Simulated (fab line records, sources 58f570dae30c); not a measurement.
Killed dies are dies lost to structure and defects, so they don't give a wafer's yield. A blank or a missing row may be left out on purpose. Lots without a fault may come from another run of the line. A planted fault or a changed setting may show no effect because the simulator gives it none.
Which tool did it? | flow berkeley_cmos170 | 13 lots, 39 wafers sampled, at 5 steps of a route of 331

WHAT THE GAUGES READ, wafer by wafer
UCB170_M2_CD_MEAS_90: target cd 700 nm.
lot  | measured     | on        | cd_nm (nm)
L553 | day 7 09:55  | cd_sem-02 | 704 703 703
L554 | day 7 15:40  | cd_sem-02 | 703 700 702
L556 | day 7 16:23  | cd_sem-01 | 694 699 701
L557 | day 8 15:58  | cd_sem-01 | 702 697 701
L559 | day 8 16:17  | cd_sem-02 | 703 696 702
L558 | day 9 00:50  | cd_sem-02 | 705 702 704
L561 | day 9 04:30  | cd_sem-02 | 690 698 698
L565 | day 9 21:25  | cd_sem-01 | 701 703 701
L566 | day 10 08:19 | cd_sem-02 | 701 700 702
L568 | day 10 16:28 | cd_sem-02 | 700 699 699
L572 | day 11 14:23 | cd_sem-02 | 702 708 702
L575 | day 11 22:56 | cd_sem-02 | 694 706 699
L574 | day 11 23:15 | cd_sem-01 | 704 708 702

UCB170_V2_THK_MEAS_04.
lot  | measured     | on            | V2_POLISHED_THK (nm)
L553 | day 7 10:40  | film_metro-02 | 1001.0 1002.2 1002.8
L554 | day 7 16:25  | film_metro-04 | 1000.2 1001.1 1001.1
L556 | day 7 17:08  | film_metro-04 | 1001.3 1000.8 1001.2
L557 | day 8 16:43  | film_metro-03 | 996.8 999.5 999.4
L559 | day 8 17:01  | film_metro-03 | 999.7 999.7 1000.0
L558 | day 9 01:35  | film_metro-02 | 1001.2 999.5 1000.4
L561 | day 9 05:15  | film_metro-04 | 999.1 999.8 998.4
L565 | day 9 22:10  | film_metro-03 | 1000.6 999.9 999.9
L566 | day 10 09:04 | film_metro-04 | 1002.2 999.9 1000.1
L568 | day 10 17:13 | film_metro-03 | 999.6 998.3 999.3
L572 | day 11 15:08 | film_metro-04 | 1002.0 1000.1 1000.2
L575 | day 11 23:41 | film_metro-04 | 999.2 998.2 1000.1
L574 | day 12 00:01 | film_metro-02 | 1000.0 999.9 999.9

UCB170_M3_OVL_MEAS_16.
lot  | measured     | on         | M3_OVL (nm)
L553 | day 7 14:40  | overlay-02 | 5 -1 7
L554 | day 7 21:50  | overlay-02 | -1 -4 -2
L556 | day 7 22:43  | overlay-02 | 8 9 9
L557 | day 8 21:15  | overlay-01 | 5 2 -2
L559 | day 8 21:31  | overlay-01 | 8 2 4
L558 | day 9 06:26  | overlay-02 | 7 5 -1
L561 | day 9 10:40  | overlay-01 | -5 -4 -13
L565 | day 10 02:53 | overlay-01 | 2 -2 -2
L566 | day 10 12:58 | overlay-02 | -1 6 9
L568 | day 10 22:07 | overlay-01 | 2 5 -1
L572 | day 11 20:49 | overlay-01 | 0 5 0
L575 | day 12 03:46 | overlay-01 | 2 8 -3
L574 | day 12 04:05 | overlay-01 | 6 -1 -3

WHICH TOOL RAN EACH LOT (tool, then ch and the chambers of the sampled wafers, then the start)
lot  | UCB170_V2_ETCH_14                  | UCB170_V2_STRIP_15
L553 | rie_diel-04 ch 1,2,3, day 7 12:04  | plasma_asher-01 ch 0,1, day 7 12:14
L554 | rie_diel-04 ch 1,2,3, day 7 17:56  | plasma_asher-04 ch 0,1, day 7 18:07
L556 | rie_diel-03 ch 0,1,3, day 7 19:26  | plasma_asher-02 ch 0,1, day 7 19:39
L557 | rie_diel-03 ch 0,1,2, day 8 18:05  | plasma_asher-04 ch 0,1, day 8 18:15
L559 | rie_diel-02 ch 1,2, day 8 18:21    | plasma_asher-01 ch 0,1, day 8 18:34
L558 | rie_diel-02 ch 0,1, day 9 03:19    | plasma_asher-01 ch 0,1, day 9 03:30
L561 | rie_diel-02 ch 0,1,3, day 9 06:50  | plasma_asher-04 ch 0,1, day 9 07:01
L565 | rie_diel-03 ch 0,1,3, day 9 23:31  | plasma_asher-02 ch 0,1, day 9 23:41
L566 | rie_diel-03 ch 2,3, day 10 10:25   | plasma_asher-02 ch 0,1, day 10 10:35
L568 | rie_diel-04 ch 0,3, day 10 18:58   | plasma_asher-01 ch 0,1, day 10 19:09
L572 | rie_diel-02 ch 0,1,3, day 11 17:37 | plasma_asher-01 ch 0,1, day 11 17:47
L575 | rie_diel-04 ch 0,1,3, day 12 01:02 | plasma_asher-01 ch 0,1, day 12 01:13
L574 | rie_diel-03 ch 1,2, day 12 01:23   | plasma_asher-01 ch 0,1, day 12 01:34
- UCB170_V2_ETCH_14: etches SiO2 in CHF3/CF4/Ar, stops on Al, target depth 1250 nm, time 291 s.
- UCB170_V2_STRIP_15: strips in O2.

WHAT THE TOOLS THEMSELVES READ (means of the sampled wafers that have a number; where no wafer has one, the mark that the record gives instead)
UCB170_V2_ETCH_14.
lot  | tool        | cf4_flow_sccm (sccm) | drypump_motor_current_A (A) | oes_product_au (a.u.) | throttle_valve_pct (%)
L553 | rie_diel-04 | 15.05                | 5.7                         | 0.875                 | 6.91
L554 | rie_diel-04 | 15.00                | 5.7                         | 0.872                 | 6.91
L556 | rie_diel-03 | 14.97                | 5.9                         | 0.881                 | 6.97
L557 | rie_diel-03 | 14.99                | 5.9                         | 0.873                 | 6.87
L559 | rie_diel-02 | 14.96                | 5.2                         | 0.886                 | 7.02
L558 | rie_diel-02 | 14.99                | 5.4                         | 0.870                 | 6.97
L561 | rie_diel-02 | 15.01                | 5.5                         | 0.869                 | 6.98
L565 | rie_diel-03 | 15.01                | 5.9                         | 0.880                 | 6.97
L566 | rie_diel-03 | 15.06                | 5.8                         | 0.874                 | 6.95
L568 | rie_diel-04 | 15.01                | 6.0                         | 0.878                 | 6.87
L572 | rie_diel-02 | 15.01                | 5.6                         | 0.872                 | 6.99
L575 | rie_diel-04 | 14.99                | 5.7                         | 0.877                 | 6.80
L574 | rie_diel-03 | 15.05                | 6.0                         | 0.857                 | 6.87

UCB170_V2_STRIP_15.
lot  | tool            | drypump_motor_current_A (A) | oes_product_au (a.u.) | strip_time_to_endpoint_s (s)
L553 | plasma_asher-01 | 5.5                         | 0.715                 | 15.26
L554 | plasma_asher-04 | 5.2                         | 0.722                 | 15.37
L556 | plasma_asher-02 | 5.4                         | 0.719                 | 15.35
L557 | plasma_asher-04 | 5.0                         | 0.722                 | 15.23
L559 | plasma_asher-01 | 5.5                         | 0.723                 | 15.29
L558 | plasma_asher-01 | 5.5                         | 0.722                 | 15.30
L561 | plasma_asher-04 | 5.2                         | 0.723                 | 15.23
L565 | plasma_asher-02 | 5.4                         | 0.718                 | 15.35
L566 | plasma_asher-02 | 5.4                         | 0.720                 | 15.47
L568 | plasma_asher-01 | 5.7                         | 0.722                 | 15.26
L572 | plasma_asher-01 | 5.7                         | 0.725                 | 15.29
L575 | plasma_asher-01 | 5.5                         | 0.722                 | 15.51
L574 | plasma_asher-01 | 5.5                         | 0.717                 | 15.13

THE ANSWER, worked out from the rows above alone
Rule: what is usual is taken from the lots themselves. Put in order of their means at a reading, lots are off if they are a third of the lots or fewer, leave a main group of 4 or more, and stand apart from it by a gap of 3 or more times the standard deviation of the main group's means; of several such gaps the widest counts. A main group whose means are all the same, to the digits that the tables above print for the reading, isn't used. A lot without any number at a reading at which 4 lots or more have one is off too. The other lots that the step has rows for count as sound. The gauges are gone through in route order, then the tools' own readings, and for those a lot's mean is taken as printed above. The first step at which some lot is off is used, and at that step the reading that is off furthest; a lot without a number counts as furthest.
No lot is off at any reading shown: from this, nothing can be told.

WHAT THE SIMULATOR HAD PUT IN
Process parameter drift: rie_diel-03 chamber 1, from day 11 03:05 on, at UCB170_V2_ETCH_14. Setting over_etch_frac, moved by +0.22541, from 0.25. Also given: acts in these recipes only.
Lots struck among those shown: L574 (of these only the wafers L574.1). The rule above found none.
